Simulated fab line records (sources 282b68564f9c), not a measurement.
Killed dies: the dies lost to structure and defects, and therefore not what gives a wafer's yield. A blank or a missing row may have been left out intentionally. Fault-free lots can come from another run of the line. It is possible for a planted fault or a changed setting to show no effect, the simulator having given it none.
fab line records -- flow rit_cmos
record lots=7, wafers=21, last_day=7
route steps=202 shown CONTACT@172 M1@184
lots that met no fault: from a run of the same line without faults
start_h: hours from the record's first day to the start of the lot's first wafer shown -- wait_h: time in hours since the lot's previous step -- " same as the row above -- L1.1+2: one row covering several wafers at once -- - no value, or no start was given -- * or withheld: withheld -- < > ~ a bound
route shown NAME@n: NAME is a module with steps in the file, n the number in the route of the first one -- usual: the fault-free wafers' mean and standard deviation -- same: alike in all rows -- chamber/n: place in a boat -- sites: readings site by site -- _std_site: the standard deviation of these -- _edge_site: the outer-site mean with the inner-site mean subtracted -- radius_mm: how far each site lies from the wafer's centre -- mask NAME#n: copy n -- behind: the most recent tool/chamber to have shaped the wafer -- hold: cause of the lot's hold/its duration in hours/its outcome -- device: names the non-switching transistor (n, p or np) -- end of line: the tests these same wafers got at the end of their route -- a step with no rows: only its recipe -- killed: not the wafer's yield, but the dies lost to structure and defects at the first sort -- map: a wafer's dies, marking killed ones x, the rest . and places with no die _
set.NAME: the run value of the setting; set.NAME@STEP: its run value at that earlier step -- model.NAME: the simulator's own value behind a step, which no gauge read
certain route steps with their lots: each step a table, each wafer a row
services: the hour from which a tool's chamber was out of use, counted from the record's first day as start_h (under 0 if before that day), plus the number of hours and why
## steps
# step RIT_CONTACT_SOFTBAKE_04
# recipe resist=NOVOLAK, temp_c=90, time_s=60
# step RIT_CONTACT_EXPOSE_05
# recipe mask_id=M11, na=0.6, source_shape=conventional, sigma_outer=0.5, target_cd_nm=1000, dose_mj=250
# step RIT_CONTACT_PEB_06
# recipe resist=NOVOLAK, temp_c=withheld, time_s=withheld
# step RIT_CONTACT_DEVELOP_07
# recipe resist=NOVOLAK, develop_time_s=120, dev_temp_c=23
# step RIT_CONTACT_CD_MEAS_08
# recipe target_cd_nm=1000
# usual cd_nm=999.7/2.1
lot.wafer,tool,chamber,start_h,wait_h,cd_nm
L659.3,cd_sem-01,-,56.76,-,999.1
L659.5,cd_sem-01,-,56.76,-,1001.9
L659.6,cd_sem-01,-,56.76,-,999.9
L666.2,cd_sem-01,-,98.28,-,995.9
L666.4,cd_sem-01,-,98.28,-,996.9
L666.5,cd_sem-01,-,98.28,-,997.8
L668.1,cd_sem-01,-,106.36,-,1001.2
L668.3,cd_sem-01,-,106.36,-,998.4
L668.6,cd_sem-01,-,106.36,-,1001.4
L670.1,cd_sem-01,-,114.30,-,1000.7
L670.5,cd_sem-01,-,114.30,-,1002.2
L670.6,cd_sem-01,-,114.30,-,1003.7
L672.1,cd_sem-02,-,123.58,-,1000.5
L672.4,cd_sem-02,-,123.58,-,1000.1
L672.6,cd_sem-02,-,123.58,-,1000.0
L674.2,cd_sem-01,-,133.54,-,1000.6
L674.3,cd_sem-01,-,133.54,-,1000.6
L674.4,cd_sem-01,-,133.54,-,1000.4
L681.3,cd_sem-01,-,166.64,-,1001.4
L681.5,cd_sem-01,-,166.64,-,1002.2
L681.6,cd_sem-01,-,166.64,-,1002.7
# step RIT_CONTACT_OVL_MEAS_09
# usual CONTACT_OVL=-0.7/1.3
lot.wafer,tool,chamber,start_h,wait_h,CONTACT_OVL[nm]
L659.3,overlay-02,-,56.86,0.1,-1.4
L659.5,overlay-02,-,56.86,0.1,-1.2
L659.6,overlay-02,-,56.86,0.1,-2.2
L666.2,overlay-01,-,98.39,0.1,-0.5
L666.4,overlay-01,-,98.39,0.1,-0.3
L666.5,overlay-01,-,98.39,0.1,0.4
L668.1,overlay-01,-,106.48,0.1,-0.6
L668.3,overlay-01,-,106.48,0.1,-0.1
L668.6,overlay-01,-,106.48,0.1,-2.2
L670.1,overlay-01,-,114.42,0.1,0.2
L670.5,overlay-01,-,114.42,0.1,-2.4
L670.6,overlay-01,-,114.42,0.1,-1.3
L672.1,overlay-02,-,123.70,0.1,0.0
L672.4,overlay-02,-,123.70,0.1,0.9
L672.6,overlay-02,-,123.70,0.1,0.7
L674.2,overlay-02,-,133.64,0.1,-0.7
L674.3,overlay-02,-,133.64,0.1,1.3
L674.4,overlay-02,-,133.64,0.1,-1.1
L681.3,overlay-01,-,166.73,0.1,-1.8
L681.5,overlay-01,-,166.73,0.1,-3.5
L681.6,overlay-01,-,166.73,0.1,0.0
# step RIT_CONTACT_HARDBAKE_10
# recipe resist=NOVOLAK, temp_c=140, time_s=60
# step RIT_CONTACT_ETCH_11
# recipe target_depth_a=4800, over_etch_frac=0.2, stop_on=TiSi2, chemistry=CHF3/CF4/Ar, target=SiO2, CHF3_flow_sccm=50, cf4_flow_sccm=10, Ar_flow_sccm=100, O2_flow_sccm=5, pressure_mtorr=100, rf_w=200, time_s=320
# usual O2_flow_sccm=4.999/0.014, drypump_motor_current_A=5.8/0.37, oes_product_au=0.990/0.018, throttle_valve_pct=8.77/0.11
lot.wafer,tool,chamber,start_h,wait_h,O2_flow_sccm,drypump_motor_current_A,oes_product_au,rf_hours_counter_h,throttle_valve_pct
L659.3,rie_diel-01,0,57.03,0.1,4.988,5.4,1.021,5,8.58
L659.5,rie_diel-01,3,57.03,0.1,4.978,5.7,0.990,-,8.75
L659.6,rie_diel-01,2,57.03,0.1,5.022,6.2,0.974,-,8.77
L666.2,rie_diel-04,0,98.57,0.1,5.013,5.5,0.984,97,8.85
L666.4,rie_diel-04,2,98.57,0.1,4.972,5.5,0.987,148,8.71
L666.5,rie_diel-04,0,98.57,0.1,4.996,5.4,0.991,-,8.84
L668.1,rie_diel-01,1,106.67,0.1,5.014,5.7,1.024,1,8.60
L668.3,rie_diel-01,0,106.67,0.1,4.990,5.5,1.016,6,8.58
L668.6,rie_diel-01,0,106.67,0.1,4.991,5.5,1.014,-,8.59
L670.1,rie_diel-01,0,114.60,0.1,4.998,5.5,1.013,6,8.61
L670.5,rie_diel-01,2,114.60,0.1,5.021,6.1,0.972,-,8.77
L670.6,rie_diel-01,1,114.60,0.1,5.009,5.7,1.018,-,8.62
L672.1,rie_diel-04,2,123.88,0.1,4.991,5.6,0.996,149,8.71
L672.4,rie_diel-04,3,123.88,0.1,5.009,6.3,0.968,72,8.79
L672.6,rie_diel-04,3,123.88,0.1,4.977,6.3,0.969,-,8.78
L674.2,rie_diel-04,0,133.82,0.1,4.991,5.5,0.994,98,8.87
L674.3,rie_diel-04,2,133.82,0.1,5.013,5.5,0.986,149,8.71
L674.4,rie_diel-04,0,133.82,0.1,5.007,5.5,0.987,-,8.85
L681.3,rie_diel-02,0,166.90,0.1,5.013,5.5,1.021,2,8.89
L681.5,rie_diel-02,1,166.90,0.1,5.002,5.8,0.975,-,8.94
L681.6,rie_diel-02,0,166.90,0.1,5.030,5.5,1.028,-,8.89
# step RIT_CONTACT_STRIP_12
# recipe chemistry=O2, time_s=180, resist=NOVOLAK, platen_temp_c=withheld, power_w=500, pressure_mtorr=4000, o2_flow_sccm=4000
# usual drypump_motor_current_A=5.4/0.47, o2_flow_sccm=3999/12
lot.wafer,tool,chamber,start_h,wait_h,drypump_motor_current_A,o2_flow_sccm,rf_hours_counter_h
L659.3,plasma_asher-03,1,57.28,0.2,5.0,3989,-
L659.5,plasma_asher-03,0,57.28,0.2,5.7,3986,-
L659.6,plasma_asher-03,1,57.28,0.2,4.9,3976,-
L666.2,plasma_asher-03,0,98.76,0.1,5.7,4018,47
L666.4,plasma_asher-03,0,98.76,0.1,5.7,4007,-
L666.5,plasma_asher-03,1,98.76,0.1,4.9,4013,-
L668.1,plasma_asher-03,1,106.86,0.1,5.0,3993,48
L668.3,plasma_asher-03,0,106.86,0.1,5.7,4004,-
L668.6,plasma_asher-03,0,106.86,0.1,5.7,4011,-
L670.1,plasma_asher-03,0,114.80,0.1,5.7,3985,49
L670.5,plasma_asher-03,0,114.80,0.1,5.7,3984,-
L670.6,plasma_asher-03,1,114.80,0.1,4.9,3985,-
L672.1,plasma_asher-04,1,124.08,0.1,5.0,4003,49
L672.4,plasma_asher-04,1,124.08,0.1,5.0,3997,-
L672.6,plasma_asher-04,1,124.08,0.1,5.0,3991,-
L674.2,plasma_asher-03,1,134.02,0.1,4.9,4002,52
L674.3,plasma_asher-03,0,134.02,0.1,5.7,4008,-
L674.4,plasma_asher-03,1,134.02,0.1,5.0,3986,-
L681.3,plasma_asher-04,0,167.15,0.2,6.2,4001,-
L681.5,plasma_asher-04,1,167.15,0.2,5.0,4001,-
L681.6,plasma_asher-04,0,167.15,0.2,6.1,3996,-
# step RIT_CONTACT_CD_MEAS_90
# recipe target_cd_nm=1000
# usual cd_nm=999.7/2
lot.wafer,tool,chamber,start_h,wait_h,cd_nm
L659.3,cd_sem-02,-,57.44,0.1,999.9
L659.5,cd_sem-02,-,57.44,0.1,1001.7
L659.6,cd_sem-02,-,57.44,0.1,999.7
L666.2,cd_sem-02,-,98.96,0.1,996.1
L666.4,cd_sem-02,-,98.96,0.1,997.7
L666.5,cd_sem-02,-,98.96,0.1,997.6
L668.1,cd_sem-01,-,107.04,0.1,1001.3
L668.3,cd_sem-01,-,107.04,0.1,998.8
L668.6,cd_sem-01,-,107.04,0.1,1001.2
L670.1,cd_sem-02,-,114.97,0.1,1001.2
L670.5,cd_sem-02,-,114.97,0.1,1002.0
L670.6,cd_sem-02,-,114.97,0.1,1004.5
L672.1,cd_sem-02,-,124.25,0.1,1001.1
L672.4,cd_sem-02,-,124.25,0.1,1000.5
L672.6,cd_sem-02,-,124.25,0.1,999.9
L674.2,cd_sem-01,-,134.21,0.1,1000.5
L674.3,cd_sem-01,-,134.21,0.1,1001.5
L674.4,cd_sem-01,-,134.21,0.1,999.9
L681.3,cd_sem-02,-,167.31,0.1,1001.1
L681.5,cd_sem-02,-,167.31,0.1,1001.9
L681.6,cd_sem-02,-,167.31,0.1,1002.2
# step RIT_CONTACT_CLEAN_13
# recipe chemistry=SC1, mix=3:3:50, time_s=600, temp_c=75
# step RIT_CONTACT_CLEAN_14
# recipe chemistry=SC2, mix=3:3:50, time_s=600, temp_c=75, dry=n2_spin
# step RIT_M1_SPUTTER_00
# recipe material=Al, target_thk_nm=400, power_w=2055, chamber_pressure_pa=0.4, gas=Ar, time_s=500, substrate_temp_c=25
# usual cathode_dc_power_W=2055.0/0.37, throttle_valve_pct=29.9/0.52
lot.wafer,tool,chamber,start_h,wait_h,cathode_dc_power_W,throttle_valve_pct,model.Al_of_M1_SPUTTER_00.thk_nm
L659.3,pvd_sputter-02,-,57.87,0.0,2055.2,30.5,412.6
L659.5,pvd_sputter-02,-,57.87,0.0,2054.9,30.0,412.3
L659.6,pvd_sputter-02,-,57.87,0.0,2055.1,29.9,411.4
L666.2,pvd_sputter-03,-,99.41,0.0,2055.3,29.7,414.4
L666.4,pvd_sputter-03,-,99.41,0.0,2054.9,30.5,412
L666.5,pvd_sputter-03,-,99.41,0.0,2055.9,29.5,413.5
L668.1,pvd_sputter-03,-,107.52,0.0,2055.4,30.2,411.3
L668.3,pvd_sputter-03,-,107.52,0.0,2054.9,29.8,412.8
L668.6,pvd_sputter-03,-,107.52,0.0,2054.0,30.1,511.4
L670.1,pvd_sputter-03,-,115.46,0.0,2055.3,29.9,407.2
L670.5,pvd_sputter-03,-,115.46,0.0,2055.3,29.6,410.1
L670.6,pvd_sputter-03,-,115.46,0.0,2055.5,30.5,514.1
L672.1,pvd_sputter-03,-,124.72,0.0,2055.1,30.1,512.8
L672.4,pvd_sputter-03,-,124.72,0.0,2055.1,29.4,409.4
L672.6,pvd_sputter-03,-,124.72,0.0,2055.4,30.4,411.3
L674.2,pvd_sputter-02,-,134.68,0.0,2054.5,30.0,414.2
L674.3,pvd_sputter-02,-,134.68,0.0,2054.5,30.0,413.6
L674.4,pvd_sputter-02,-,134.68,0.0,2055.6,30.9,412.2
L681.3,pvd_sputter-04,-,167.76,0.0,2054.9,28.6,411.7
L681.5,pvd_sputter-04,-,167.76,0.0,2055.1,30.3,412.5
L681.6,pvd_sputter-04,-,167.76,0.0,2054.3,28.8,415.4
# step RIT_M1_RS_MEAS_01
# recipe thk_meas_gauge=four-point-probe, reads=Al_of_M1_SPUTTER_00
# usual M1_AL_RS=0.0712/0.00075
lot.wafer,tool,chamber,start_h,wait_h,M1_AL_RS[ohm/sq]
L659.3,film_metro-04,-,58.20,0.2,0.0712
L659.5,film_metro-04,-,58.20,0.2,0.0712
L659.6,film_metro-04,-,58.20,0.2,0.0713
L666.2,film_metro-01,-,99.72,0.2,0.0708
L666.4,film_metro-01,-,99.72,0.2,0.0711
L666.5,film_metro-01,-,99.72,0.2,0.0709
L668.1,film_metro-01,-,107.82,0.1,0.0714
L668.3,film_metro-01,-,107.82,0.1,0.0710
L668.6,film_metro-01,-,107.82,0.1,0.0571
L670.1,film_metro-04,-,115.75,0.1,0.0722
L670.5,film_metro-04,-,115.75,0.1,0.0715
L670.6,film_metro-04,-,115.75,0.1,0.0570
L672.1,film_metro-04,-,125.02,0.1,0.0570
L672.4,film_metro-04,-,125.02,0.1,0.0718
L672.6,film_metro-04,-,125.02,0.1,0.0714
L674.2,film_metro-02,-,134.99,0.2,0.0708
L674.3,film_metro-02,-,134.99,0.2,0.0710
L674.4,film_metro-02,-,134.99,0.2,0.0711
L681.3,film_metro-04,-,168.09,0.2,0.0713
L681.5,film_metro-04,-,168.09,0.2,0.0712
L681.6,film_metro-04,-,168.09,0.2,0.0705
# step RIT_M1_THK_MEAS_02
# recipe thk_meas_gauge=xrf, reads=Al_of_M1_SPUTTER_00
# usual M1_AL_THK=416/4.2
lot.wafer,tool,chamber,start_h,wait_h,M1_AL_THK[nm]
L659.3,film_metro-04,-,58.30,0.1,417
L659.5,film_metro-04,-,58.30,0.1,417
L659.6,film_metro-04,-,58.30,0.1,415
L666.2,film_metro-01,-,99.83,0.1,420
L666.4,film_metro-01,-,99.83,0.1,419
L666.5,film_metro-01,-,99.83,0.1,425
L668.1,film_metro-01,-,107.94,0.1,418
L668.3,film_metro-01,-,107.94,0.1,420
L668.6,film_metro-01,-,107.94,0.1,520
L670.1,film_metro-04,-,115.87,0.1,412
L670.5,film_metro-04,-,115.87,0.1,415
L670.6,film_metro-04,-,115.87,0.1,521
L672.1,film_metro-04,-,125.14,0.1,514
L672.4,film_metro-04,-,125.14,0.1,413
L672.6,film_metro-04,-,125.14,0.1,413
L674.2,film_metro-02,-,135.10,0.1,418
L674.3,film_metro-02,-,135.10,0.1,416
L674.4,film_metro-02,-,135.10,0.1,414
L681.3,film_metro-04,-,168.19,0.1,415
L681.5,film_metro-04,-,168.19,0.1,417
L681.6,film_metro-04,-,168.19,0.1,417
# step RIT_M1_HMDS_03
# recipe prime_time_s=60, prime_temp_c=140
# step RIT_M1_COAT_04
# recipe resist=NOVOLAK, spin_rpm=2000, resist_thk_nm=1300
# step RIT_M1_SOFTBAKE_05
# recipe resist=NOVOLAK, temp_c=90, time_s=60
# step RIT_M1_EXPOSE_06
# recipe mask_id=M12, na=0.6, source_shape=conventional, sigma_outer=0.5, target_cd_nm=2600, dose_mj=250
# step RIT_M1_PEB_07
# recipe resist=NOVOLAK, temp_c=withheld, time_s=withheld
# step RIT_M1_DEVELOP_08
# recipe resist=NOVOLAK, develop_time_s=68, dev_temp_c=23.83
# step RIT_M1_CD_MEAS_09
# recipe target_cd_nm=2600
# usual cd_nm=2600.6/1.9
lot.wafer,tool,chamber,start_h,wait_h,cd_nm
L659.3,cd_sem-02,-,59.26,-,2599.4
L659.5,cd_sem-02,-,59.26,-,2602.2
L659.6,cd_sem-02,-,59.26,-,2602.1
L666.2,cd_sem-01,-,100.94,-,2601.1
L666.4,cd_sem-01,-,100.94,-,2599.8
L666.5,cd_sem-01,-,100.94,-,2599.9
L668.1,cd_sem-01,-,109.12,-,2596.2
L668.3,cd_sem-01,-,109.12,-,2595.8
L668.6,cd_sem-01,-,109.12,-,2595.9
L670.1,cd_sem-01,-,116.94,-,2599.7
L670.5,cd_sem-01,-,116.94,-,2601.1
L670.6,cd_sem-01,-,116.94,-,2601.4
L672.1,cd_sem-02,-,126.20,-,2600.2
L672.4,cd_sem-02,-,126.20,-,2600.4
L672.6,cd_sem-02,-,126.20,-,2598.3
L674.2,cd_sem-01,-,136.05,-,2598.0
L674.3,cd_sem-01,-,136.05,-,2598.2
L674.4,cd_sem-01,-,136.05,-,2598.0
L681.3,cd_sem-01,-,169.15,-,2601.8
L681.5,cd_sem-01,-,169.15,-,2599.4
L681.6,cd_sem-01,-,169.15,-,2601.8
# step RIT_M1_OVL_MEAS_10
# usual M1_OVL=-0.4/1.6
lot.wafer,tool,chamber,start_h,wait_h,M1_OVL[nm]
L659.3,overlay-01,-,59.35,0.1,-1.8
L659.5,overlay-01,-,59.35,0.1,-3.1
L659.6,overlay-01,-,59.35,0.1,-2.1
L666.2,overlay-01,-,101.05,0.1,-0.5
L666.4,overlay-01,-,101.05,0.1,-1.4
L666.5,overlay-01,-,101.05,0.1,0.1
L668.1,overlay-02,-,109.24,0.1,1.5
L668.3,overlay-02,-,109.24,0.1,1.9
L668.6,overlay-02,-,109.24,0.1,1.3
L670.1,overlay-01,-,117.06,0.1,-2.3
L670.5,overlay-01,-,117.06,0.1,-0.3
L670.6,overlay-01,-,117.06,0.1,-2.1
L672.1,overlay-01,-,126.32,0.1,1.5
L672.4,overlay-01,-,126.32,0.1,-2.7
L672.6,overlay-01,-,126.32,0.1,2.3
L674.2,overlay-02,-,136.16,0.1,-0.2
L674.3,overlay-02,-,136.16,0.1,0.1
L674.4,overlay-02,-,136.16,0.1,-0.6
L681.3,overlay-02,-,169.24,0.1,0.8
L681.5,overlay-02,-,169.24,0.1,0.1
L681.6,overlay-02,-,169.24,0.1,0.5
# step RIT_M1_HARDBAKE_11
# recipe resist=NOVOLAK, temp_c=140, time_s=120
# step RIT_M1_METAL_ETCH_12
# recipe stop_on=SiO2, chemistry=Cl2/BCl3, target=Al, time_s=165, over_etch_frac=0.5, pressure_mtorr=100, target_depth_a=6000, rf_w=250, Cl2_flow_sccm=60, bcl3_flow_sccm=50
# usual drypump_motor_current_A=5.5/0.3, oes_product_au=0.792/0.011, throttle_valve_pct=8.29/0.058
lot.wafer,tool,chamber,start_h,wait_h,drypump_motor_current_A,oes_product_au,rf_hours_counter_h,throttle_valve_pct
L659.3,rie_metal-04,0,59.68,0.2,5.7,0.798,-,8.38
L659.5,rie_metal-04,0,59.68,0.2,5.7,0.790,-,8.40
L659.6,rie_metal-04,1,59.68,0.2,5.5,0.806,-,8.24
L666.2,rie_metal-02,0,101.33,0.2,5.6,0.810,39,8.37
L666.4,rie_metal-02,1,101.33,0.2,5.7,0.784,-,8.33
L666.5,rie_metal-02,0,101.33,0.2,5.6,0.800,-,8.34
L668.1,rie_metal-04,1,109.53,0.2,5.5,0.807,1,8.23
L668.3,rie_metal-04,0,109.53,0.2,5.7,0.807,-,8.40
L668.6,rie_metal-04,1,109.53,0.2,5.5,0.906,-,8.22
L670.1,rie_metal-01,0,117.39,0.2,5.0,0.782,4,8.28
L670.5,rie_metal-01,0,117.39,0.2,5.0,0.782,-,8.28
L670.6,rie_metal-01,1,117.39,0.2,5.9,0.888,-,8.21
L672.1,rie_metal-02,0,126.61,0.2,5.5,0.901,39,8.34
L672.4,rie_metal-02,1,126.61,0.2,5.7,0.786,-,8.31
L672.6,rie_metal-02,1,126.61,0.2,5.7,0.794,-,8.31
L674.2,rie_metal-01,0,136.44,0.2,5.0,0.793,4,8.28
L674.3,rie_metal-01,1,136.44,0.2,5.9,0.778,-,8.25
L674.4,rie_metal-01,0,136.44,0.2,5.0,0.786,-,8.27
L681.3,rie_metal-01,1,169.57,0.2,5.8,0.786,-,8.23
L681.5,rie_metal-01,1,169.57,0.2,5.9,0.776,-,8.24
L681.6,rie_metal-01,0,169.57,0.2,5.0,0.789,-,8.27
# step RIT_M1_STRIP_13
# recipe chemistry=nmp, resist=NOVOLAK, temp_c=80, time_s=600, dry=n2_spin
# step RIT_M1_PROBE_99
# usual defect_limited_yield=97.4/1.1, killed_at_contacts=0.1/0.27, killed_at_front_end=7/3, killed_dies=7.0/3, killed_open=3.5/2.1, killed_short=3.4/1.9
# same gross_dies=264, killed_at_M0_to_M3=0, killed_at_M4_up=0, killed_at_back_side=0, killed_at_other=0
lot.wafer,tool,chamber,start_h,wait_h,defect_limited_yield[%],killed_at_contacts,killed_at_front_end,killed_dies,killed_open,killed_short,model.etest.m1_comb_over_steps.leak_log10_a_um,model.etest.m1.rs_ohm_sq,model.etest.antenna_m1.vt_shift_v
L659.3,prober-01,-,62.64,0.2,95.8,0,11,11,8,3,-12.86,0.07019,-0.01446
L659.5,prober-01,-,62.74,0.2,96.2,0,10,10,4,6,-12.77,0.07062,-0.01308
L659.6,prober-01,-,62.79,0.2,98.1,0,5,5,1,4,-12.83,0.07043,-0.01075
L666.2,prober-01,-,103.72,0.1,97.7,0,6,6,4,2,-12.99,0.07008,-0.01323
L666.4,prober-01,-,103.82,0.2,96.2,0,10,10,4,6,-12.81,0.07042,-0.01177
L666.5,prober-01,-,103.87,0.2,98.5,0,4,4,3,1,-12.94,0.06982,-0.01449
L668.1,prober-01,-,113.20,0.1,98.1,0,5,5,2,3,-12.8,0.07044,-0.01464
L668.3,prober-01,-,113.30,0.2,96.2,0,10,10,5,5,-12.93,0.0705,-0.01323
L668.6,prober-01,-,113.45,0.2,95.1,0,13,13,9,4,-10.99,0.05658,-0.008131
L670.1,prober-01,-,120.30,0.1,98.1,0,5,5,3,2,-12.77,0.07128,-0.01016
L670.5,prober-01,-,120.50,0.2,97.7,0,6,6,5,1,-12.88,0.07084,-0.01282
L670.6,prober-01,-,120.55,0.2,97.3,0,7,7,2,5,-10.01,0.05628,-0.001782
L672.1,prober-01,-,129.04,0.1,97.3,0,7,7,4,3,-11.97,0.05673,-0.007809
L672.4,prober-01,-,129.19,0.2,97.0,0,8,8,6,2,-12.72,0.07129,-0.01256
L672.6,prober-01,-,129.29,0.2,97.3,1,6,7,3,4,-12.71,0.07067,-0.01269
L674.2,prober-01,-,138.74,0.1,99.2,0,2,2,2,0,-12.79,0.07027,-0.01233
L674.3,prober-01,-,138.79,0.2,98.9,0,3,3,0,3,-12.82,0.06984,-0.0149
L674.4,prober-01,-,138.84,0.2,97.0,0,8,8,3,5,-12.88,0.07032,-0.01241
L681.3,prober-02,-,171.87,0.2,96.6,0,9,9,4,5,-12.63,0.07064,-0.009736
L681.5,prober-02,-,171.97,0.2,99.6,0,1,1,0,1,-12.86,0.07063,-0.008619
L681.6,prober-02,-,172.02,0.2,98.9,0,3,3,1,2,-12.76,0.06935,-0.01602
# killed by level:class
L659.3 GATE:geometric_particle:open=4 SILICIDE:geometric_particle:open=3 REOX:geometric_particle:short=2 FOX1:geometric_particle:open=1 GATE:geometric_particle:short=1
L659.5 REOX:geometric_particle:short=2 SPACER:geometric_particle:open=2 SILICIDE:geometric_particle:open=2 FOX2:geometric_particle:short=1 GATE:geometric_particle:short=1 SPACER:geometric_particle:short=1 SILICIDE:geometric_particle:short=1
L659.6 FOX2:geometric_particle:short=2 GATE:geometric_particle:short=2 SPACER:geometric_particle:open=1
L666.2 GATE:geometric_particle:open=2 GATE:geometric_particle:short=1 REOX:geometric_particle:short=1 REOX:geometric_particle:open=1 SILICIDE:geometric_particle:open=1
L666.4 GATE:geometric_particle:short=5 GATE:geometric_particle:open=2 FOX1:geometric_particle:short=1 FOX1:geometric_particle:open=1 SPACER:geometric_particle:open=1
L666.5 GATE:geometric_particle:open=1 REOX:geometric_particle:short=1 REOX:geometric_particle:open=1 SPACER:geometric_particle:open=1
L668.1 REOX:geometric_particle:short=2 GATE:geometric_particle:open=1 REOX:geometric_particle:open=1 SILICIDE:geometric_particle:short=1
L668.3 SILICIDE:geometric_particle:short=3 SILICIDE:geometric_particle:open=3 GATE:geometric_particle:open=2 REOX:geometric_particle:short=1 SPACER:geometric_particle:short=1
L668.6 GATE:geometric_particle:open=5 SILICIDE:geometric_particle:open=2 FOX1:geometric_particle:short=1 FOX1:geometric_particle:open=1 GATE:geometric_particle:short=1 REOX:geometric_particle:short=1 REOX:geometric_particle:open=1 SPACER:geometric_particle:short=1
L670.1 SPACER:geometric_particle:short=2 SPACER:geometric_particle:open=2 REOX:geometric_particle:open=1
L670.5 SILICIDE:geometric_particle:open=2 SPACER:geometric_particle:open=2 REOX:geometric_particle:short=1 REOX:geometric_particle:open=1
L670.6 GATE:geometric_particle:short=3 FOX1:geometric_particle:short=1 REOX:geometric_particle:open=1 SPACER:geometric_particle:short=1 SILICIDE:geometric_particle:open=1
L672.1 FOX1:geometric_particle:short=2 FOX2:geometric_particle:open=2 FOX2:geometric_particle:short=1 GATE:geometric_particle:open=1 REOX:geometric_particle:open=1
L672.4 FOX2:geometric_particle:open=2 GATE:geometric_particle:open=2 REOX:geometric_particle:open=2 SPACER:geometric_particle:short=1 SILICIDE:geometric_particle:short=1
L672.6 FOX1:geometric_particle:short=1 GATE:geometric_particle:open=1 GATE:geometric_particle:short=1 SPACER:geometric_particle:short=1 SILICIDE:geometric_particle:open=1 SILICIDE:geometric_particle:short=1 CONTACT:geometric_particle:open=1
L674.2 SILICIDE:geometric_particle:open=2
L674.3 FOX1:geometric_particle:short=2 GATE:geometric_particle:short=1
L674.4 FOX1:geometric_particle:short=2 GATE:geometric_particle:short=2 FOX1:geometric_particle:open=1 FOX2:geometric_particle:open=1 GATE:geometric_particle:open=1 SPACER:geometric_particle:short=1
L681.3 GATE:geometric_particle:short=5 FOX1:geometric_particle:open=1 GATE:geometric_particle:open=1 REOX:geometric_particle:open=1 SPACER:geometric_particle:open=1
L681.5 GATE:geometric_particle:short=1
L681.6 GATE:geometric_particle:short=2 SPACER:geometric_particle:open=1
## services
tool,chamber,start_h,hours,kind
rie_diel-04,-,38.59,0.4,repair
rie_metal-01,-,42.96,0.2,repair
rie_diel-02,1,44.88,4.7,repair
rie_diel-01,1,45.30,-,clean
rie_diel-01,1,45.30,16.1,scheduled_down
rie_diel-01,1,45.30,16.1,vent_cycle
rie_metal-01,0,61.42,26.3,repair
plasma_asher-03,-,63.43,0.4,repair
rie_diel-02,1,66.11,4.4,repair
rie_diel-04,2,71.65,5.1,repair
rie_diel-02,3,77.78,5.2,repair
rie_diel-04,3,86.38,5.6,repair
rie_metal-01,1,105.66,11.3,repair
rie_diel-04,3,109.74,5.1,repair
pvd_sputter-04,-,111.11,2.1,repair
rie_diel-02,0,130.28,9.4,repair
rie_diel-02,-,132.17,2.4,repair
rie_diel-01,3,133.35,11.7,repair
rie_metal-02,-,136.12,20.0,pm
rie_metal-04,-,136.19,4.0,pm
pvd_sputter-02,-,143.79,8.6,repair
pvd_sputter-02,-,148.80,4.6,repair
rie_diel-02,3,159.53,3.1,repair
rie_metal-01,-,164.96,0.3,repair
## key
first_sign step=RIT_M1_RS_MEAS_01, reading=M1_AL_RS, direction=down, sigmas=19, usual=0.0712, struck=0.0570
effect step=RIT_M1_THK_MEAS_02, reading=M1_AL_THK, direction=up, sigmas=25, usual=416, struck=518
effect step=RIT_M1_METAL_ETCH_12, reading=oes_product_au, direction=up, sigmas=9.8, usual=0.792, struck=0.898
model_effect step=RIT_M1_SPUTTER_00, value=Al_of_M1_SPUTTER_00.thk_nm, without=405, struck=512.8
model_effect step=RIT_M1_PROBE_99, value=etest.m1_comb_over_steps.leak_log10_a_um, without=-12.79, struck=-10.99
met_at RIT_M1_SPUTTER_00
struck_wafers L668.6,L670.6,L672.1
onset_between 99.41 107.52
fault kind=process_parameter_drift, tool=pvd_sputter-03, chamber=-, onset_h=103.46, steps=RIT_M1_SPUTTER_00, channel=target_thk_nm, offset=104.88, shape=step, end_h=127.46, stated=400, scope=struck_wafers_only
